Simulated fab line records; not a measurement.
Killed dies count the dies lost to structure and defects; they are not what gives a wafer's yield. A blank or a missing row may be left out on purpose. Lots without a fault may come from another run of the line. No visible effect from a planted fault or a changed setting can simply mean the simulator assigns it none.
fab line records | flow berkeley_cmos170 | part 2 of 2: steps 28 to 35 of 35
record lots=5 | wafers=15 | last_day=12
route steps=331 shown M1@240 V1@254 M2@271
lots untouched by any fault: they come from a run of this same line in which no faults occurred
start_h: hours from the record's first day to the start of the lot's first wafer shown | wait_h: hours since the lot's step before | " repeats the value in the row above | L1.1+2: a row that stands for several wafers | - no value, or no start was given | * or withheld: withheld | < > ~ a bound
route shown NAME@n: NAME is a module with steps in the file, n the number in the route of the first one | usual: mean/standard deviation of fault-free wafers | same: alike in all rows | chamber/n: place in a boat | sites: each site's reading | _std_site: standard deviation of those values | _edge_site: mean of outer sites minus mean of inner sites | radius_mm: how far each site lies from the wafer's centre | mask NAME#n: copy n | behind: the last tool/chamber to shape the wafer | hold: what put the lot on hold/how long, in hours/how the hold closed | device: whichever transistor did not switch (one of n, p or np) | end of line: the tests these same wafers got at the end of their route | a step without rows: its recipe alone | killed: not the wafer's yield, but the dies lost to structure and defects at the first sort | map: per-die view of a wafer (x killed, . not killed, _ where there is no die)
set.NAME: the setting as run; set.NAME@STEP: as run at that earlier step | model.NAME: the simulator's own value behind a step, which no gauge read
lots at some steps of the route; a table a step, a row a wafer
services: when a tool's chamber went out of use (start_h, in hours from the record's first day, below 0 if earlier), for how many hours, and the reason
## steps
# step UCB170_V1_OVL_MEAS_13
# usual V1_OVL=0/6.3
lot.wafer | tool       | chamber | start_h | wait_h | V1_OVL[nm]
L084.2    | overlay-02 | -       | 227.45  | 0.1    | 12
L084.4    | "          | -       | "       | "      | 12
L084.6    | "          | -       | "       | "      | 8
L086.3    | overlay-02 | -       | 239.14  | 0.1    | 1
L086.4    | "          | -       | "       | "      | -12
L086.5    | "          | -       | "       | "      | -3
L091.3    | overlay-01 | -       | 265.77  | 0.1    | 11
L091.4    | "          | -       | "       | "      | 16
L091.5    | "          | -       | "       | "      | 14
L093.1    | overlay-02 | -       | 273.68  | 0.1    | -7
L093.4    | "          | -       | "       | "      | 6
L093.6    | "          | -       | "       | "      | 1
L096.3    | overlay-02 | -       | 275.17  | 0.1    | -12
L096.5    | "          | -       | "       | "      | -2
L096.6    | "          | -       | "       | "      | 2
# step UCB170_V1_ETCH_14
# recipe chemistry=CHF3/CF4/Ar | target=SiO2 | stop_on=Al | CHF3_flow_sccm=45 | cf4_flow_sccm=15 | Ar_flow_sccm=150 | pressure_mtorr=200 | rf_w=700 | target_depth_a=12500 | over_etch_frac=0.25 | time_s=291
# usual chamber_pressure_mTorr=199.99/0.16 | drypump_motor_current_A=5.6/0.39 | mfc_ar_sccm=149.9/0.45 | oes_product_au=0.875/0.013 | throttle_valve_pct=7.04/0.085
lot.wafer | tool        | chamber | start_h | wait_h | chamber_pressure_mTorr | drypump_motor_current_A | mfc_ar_sccm | oes_product_au | rf_hours_counter_h | throttle_valve_pct
L084.2    | rie_diel-01 | 1       | 227.48  | 0.0    | 199.92                 | 5.3                     | 149.6       | 0.880          | 105                | 7.09
L084.4    | "           | 0       | "       | "      | 199.86                 | 5.7                     | 150.2       | 0.877          | 27                 | 7.01
L084.6    | "           | 1       | "       | "      | 199.84                 | 5.3                     | 149.5       | 0.891          | -                  | 7.06
L086.3    | rie_diel-04 | 3       | 239.17  | 0.0    | 199.94                 | 5.3                     | 149.8       | 0.870          | 114                | 7.12
L086.4    | "           | 1       | "       | "      | 199.92                 | 6.1                     | 149.8       | 0.888          | 14                 | 6.95
L086.5    | "           | 3       | "       | "      | 200.01                 | 5.3                     | 150.1       | 0.864          | -                  | 7.11
L091.3    | rie_diel-02 | 3       | 265.79  | 0.0    | 199.98                 | 5.0                     | 149.5       | 0.884          | 15                 | 7.11
L091.4    | "           | 2       | "       | "      | 199.98                 | 5.8                     | 150.0       | 0.894          | 58                 | 7.24
L091.5    | "           | 2       | "       | "      | 200.16                 | 5.8                     | 150.4       | 0.890          | -                  | 7.23
L093.1    | rie_diel-01 | 3       | 273.71  | 0.0    | 199.69                 | 6.1                     | 148.9       | 0.887          | 128                | 6.99
L093.4    | "           | 2       | "       | "      | 200.41                 | 5.2                     | 150.4       | 0.875          | 66                 | 6.96
L093.6    | "           | 3       | "       | "      | 200.16                 | 6.1                     | 149.9       | 0.885          | -                  | 6.97
L096.3    | rie_diel-04 | 3       | 275.19  | 0.0    | 200.16                 | 5.2                     | 150.2       | 0.869          | 116                | 7.12
L096.5    | "           | 1       | "       | "      | 199.80                 | 6.2                     | 151.0       | 0.886          | -                  | 6.95
L096.6    | "           | 2       | "       | "      | 200.02                 | 5.9                     | 149.4       | 0.860          | -                  | 7.10
# step UCB170_V1_STRIP_15
# recipe chemistry=O2 | power_w=400 | pressure_mtorr=3500 | platen_temp_c=withheld | o2_flow_sccm=400 | overash_fraction=0.5
# usual chamber_pressure_mTorr=3500/3.2 | drypump_motor_current_A=5.8/0.33 | o2_flow_sccm=400.1/1.3 | oes_product_au=0.721/0.0046 | strip_time_to_endpoint_s=15.30/0.12
lot.wafer | tool            | chamber | start_h | wait_h | chamber_pressure_mTorr | drypump_motor_current_A | o2_flow_sccm | oes_product_au | rf_hours_counter_h | strip_time_to_endpoint_s
L084.2    | plasma_asher-02 | 1       | 227.65  | 0.1    | 3500                   | 6.4                     | 401.0        | 0.721          | 49                 | 15.36
L084.4    | "               | 1       | "       | "      | 3499                   | 6.4                     | 401.2        | 0.719          | -                  | 15.45
L084.6    | "               | 0       | "       | "      | 3503                   | 5.8                     | 399.1        | 0.720          | -                  | 15.31
L086.3    | plasma_asher-02 | 1       | 239.38  | 0.1    | 3498                   | 6.4                     | 401.8        | 0.717          | -                  | 15.24
L086.4    | "               | 0       | "       | "      | 3500                   | 5.8                     | 399.2        | 0.724          | -                  | 15.43
L086.5    | "               | 1       | "       | "      | 3503                   | 6.4                     | 400.0        | 0.723          | -                  | 15.20
L091.3    | plasma_asher-01 | 1       | 266.00  | 0.1    | 3499                   | 6.0                     | 398.0        | 0.723          | -                  | 15.20
L091.4    | "               | 0       | "       | "      | 3507                   | 6.0                     | 401.1        | 0.733          | -                  | 15.09
L091.5    | "               | 0       | "       | "      | 3502                   | 6.0                     | 400.9        | 0.726          | -                  | 15.07
L093.1    | plasma_asher-02 | 0       | 273.89  | 0.1    | 3500                   | 5.9                     | 399.4        | 0.723          | 53                 | 15.08
L093.4    | "               | 1       | "       | "      | 3500                   | 6.4                     | 399.0        | 0.727          | -                  | 15.15
L093.6    | "               | 1       | "       | "      | 3502                   | 6.4                     | 400.5        | 0.720          | -                  | 15.11
L096.3    | plasma_asher-04 | 0       | 275.40  | 0.1    | 3499                   | 5.6                     | 400.9        | 0.728          | -                  | 15.28
L096.5    | "               | 0       | "       | "      | 3506                   | 5.6                     | 398.2        | 0.724          | -                  | 15.48
L096.6    | "               | 1       | "       | "      | 3499                   | 5.3                     | 399.2        | 0.716          | -                  | 15.49
# step UCB170_V1_CD_MEAS_90
# recipe target_cd_nm=700
# usual cd_nm=700.4/1.9
lot.wafer | tool      | chamber | start_h | wait_h | cd_nm
L084.2    | cd_sem-01 | -       | 227.77  | 0.1    | 699.3
L084.4    | "         | -       | "       | "      | 699.3
L084.6    | "         | -       | "       | "      | 698.4
L086.3    | cd_sem-01 | -       | 239.49  | 0.1    | 696.7
L086.4    | "         | -       | "       | "      | 699.3
L086.5    | "         | -       | "       | "      | 698.1
L091.3    | cd_sem-02 | -       | 266.11  | 0.1    | 702.5
L091.4    | "         | -       | "       | "      | 699.8
L091.5    | "         | -       | "       | "      | 699.1
L093.1    | cd_sem-02 | -       | 273.99  | 0.1    | 700.1
L093.4    | "         | -       | "       | "      | 702.4
L093.6    | "         | -       | "       | "      | 699.9
L096.3    | cd_sem-02 | -       | 275.51  | 0.1    | 695.7
L096.5    | "         | -       | "       | "      | 696.9
L096.6    | "         | -       | "       | "      | 695.4
# step UCB170_M2_PRE_CLEAN_00
# recipe gas=Ar | preclean_etch_time_s=60
lot.wafer  | tool           | chamber | start_h | wait_h
L084.2+4+6 | pvd_sputter-03 | -       | 227.87  | 0.1
L086.3+4+5 | pvd_sputter-03 | -       | 239.57  | 0.1
L091.3+4+5 | pvd_sputter-03 | -       | 266.19  | 0.1
L093.1+4+6 | pvd_sputter-02 | -       | 274.11  | 0.1
L096.3+5+6 | pvd_sputter-04 | -       | 275.59  | 0.1
# step UCB170_M2_SPUTTER_01
# recipe material=Al | target_thk_nm=900 | time_s=120 | power_w=6000 | chamber_pressure_pa=0.5
# usual chamber_pressure_pa=0.4999/0.001 | throttle_valve_pct=29.3/1.4
lot.wafer | tool           | chamber | start_h | wait_h | chamber_pressure_pa | throttle_valve_pct
L084.2    | pvd_sputter-03 | -       | 227.94  | 0.0    | 0.5006              | 29.3
L084.4    | "              | -       | "       | "      | 0.4997              | 31.6
L084.6    | "              | -       | "       | "      | 0.5002              | 29.5
L086.3    | pvd_sputter-03 | -       | 239.63  | 0.0    | 0.4992              | 29.8
L086.4    | "              | -       | "       | "      | 0.5009              | 29.1
L086.5    | "              | -       | "       | "      | 0.4980              | 28.8
L091.3    | pvd_sputter-03 | -       | 266.25  | 0.0    | 0.4992              | 28.8
L091.4    | "              | -       | "       | "      | 0.4992              | 31.5
L091.5    | "              | -       | "       | "      | 0.5006              | 31.6
L093.1    | pvd_sputter-02 | -       | 274.18  | 0.0    | 0.5005              | 28.6
L093.4    | "              | -       | "       | "      | 0.5014              | 27.6
L093.6    | "              | -       | "       | "      | 0.5011              | 28.5
L096.3    | pvd_sputter-04 | -       | 275.66  | 0.0    | 0.5010              | 32.3
L096.5    | "              | -       | "       | "      | 0.4996              | 32.2
L096.6    | "              | -       | "       | "      | 0.4987              | 28.1
# step UCB170_M2_RS_MEAS_02
# recipe thk_meas_gauge=four-point-probe | reads=Al_of_M2_SPUTTER_01
# usual M2_AL_RS=0.0320/0.00032
lot.wafer | tool          | chamber | start_h | wait_h | M2_AL_RS[ohm/sq]
L084.2    | film_metro-01 | -       | 228.04  | 0.1    | 0.0324
L084.4    | "             | -       | "       | "      | 0.0324
L084.6    | "             | -       | "       | "      | 0.0325
L086.3    | film_metro-03 | -       | 239.76  | 0.1    | 0.0323
L086.4    | "             | -       | "       | "      | 0.0320
L086.5    | "             | -       | "       | "      | 0.0318
L091.3    | film_metro-01 | -       | 266.38  | 0.1    | 0.0317
L091.4    | "             | -       | "       | "      | 0.0318
L091.5    | "             | -       | "       | "      | 0.0316
L093.1    | film_metro-04 | -       | 274.26  | 0.0    | 0.0315
L093.4    | "             | -       | "       | "      | 0.0313
L093.6    | "             | -       | "       | "      | 0.0317
L096.3    | film_metro-01 | -       | 275.78  | 0.1    | 0.0325
L096.5    | "             | -       | "       | "      | 0.0322
L096.6    | "             | -       | "       | "      | 0.0322
# step UCB170_M2_THK_MEAS_03
# recipe thk_meas_gauge=xrf | reads=Al_of_M2_SPUTTER_01
# usual M2_AL_THK=918/9.8
lot.wafer | tool          | chamber | start_h | wait_h | M2_AL_THK[nm]
L084.2    | film_metro-01 | -       | 228.15  | 0.1    | 905
L084.4    | "             | -       | "       | "      | 903
L084.6    | "             | -       | "       | "      | 895
L086.3    | film_metro-03 | -       | 239.86  | 0.1    | 911
L086.4    | "             | -       | "       | "      | 921
L086.5    | "             | -       | "       | "      | 927
L091.3    | film_metro-01 | -       | 266.48  | 0.1    | 927
L091.4    | "             | -       | "       | "      | 921
L091.5    | "             | -       | "       | "      | 929
L093.1    | film_metro-04 | -       | 274.38  | 0.1    | 935
L093.4    | "             | -       | "       | "      | 939
L093.6    | "             | -       | "       | "      | 928
L096.3    | film_metro-01 | -       | 275.88  | 0.1    | 906
L096.5    | "             | -       | "       | "      | 907
L096.6    | "             | -       | "       | "      | 913
## services
tool            | chamber | start_h | hours | kind
cmp-01          | -       | 198.24  | 0.4   | repair
rie_diel-01     | 1       | 202.67  | 4.7   | repair
krf_scanner-02  | -       | 203.82  | 1.3   | pm
rie_metal-03    | -       | 209.78  | 2.8   | pm
rie_diel-04     | 1       | 210.17  | 17.9  | repair
pecvd-03        | 2       | 212.46  | 10.5  | repair
pvd_sputter-04  | -       | 214.04  | 1.8   | repair
pecvd-03        | 1       | 220.53  | 2.8   | repair
cmp-01          | -       | 220.94  | 1.6   | repair
rie_diel-01     | 3       | 230.81  | 1.5   | repair
rie_diel-04     | 1       | 232.11  | 2.4   | repair
rie_diel-03     | 2       | 233.31  | 20.6  | repair
krf_scanner-01  | -       | 234.50  | 1.0   | pm
krf_scanner-02  | -       | 237.17  | 1.5   | repair
cmp-01          | -       | 237.88  | 3.8   | pm
pecvd-02        | 1       | 238.24  | 20.9  | repair
plasma_asher-02 | -       | 240.45  | 14.6  | pm
cmp-01          | -       | 241.01  | 1.4   | repair
rie_metal-01    | 0       | 248.18  | 10.6  | repair
rie_diel-02     | -       | 248.54  | 0.3   | repair
pecvd-03        | 2       | 248.82  | 3.5   | repair
cmp-01          | -       | 250.17  | 1.5   | repair
pecvd-02        | -       | 254.14  | 0.8   | repair
rie_diel-04     | -       | 254.49  | 0.5   | repair
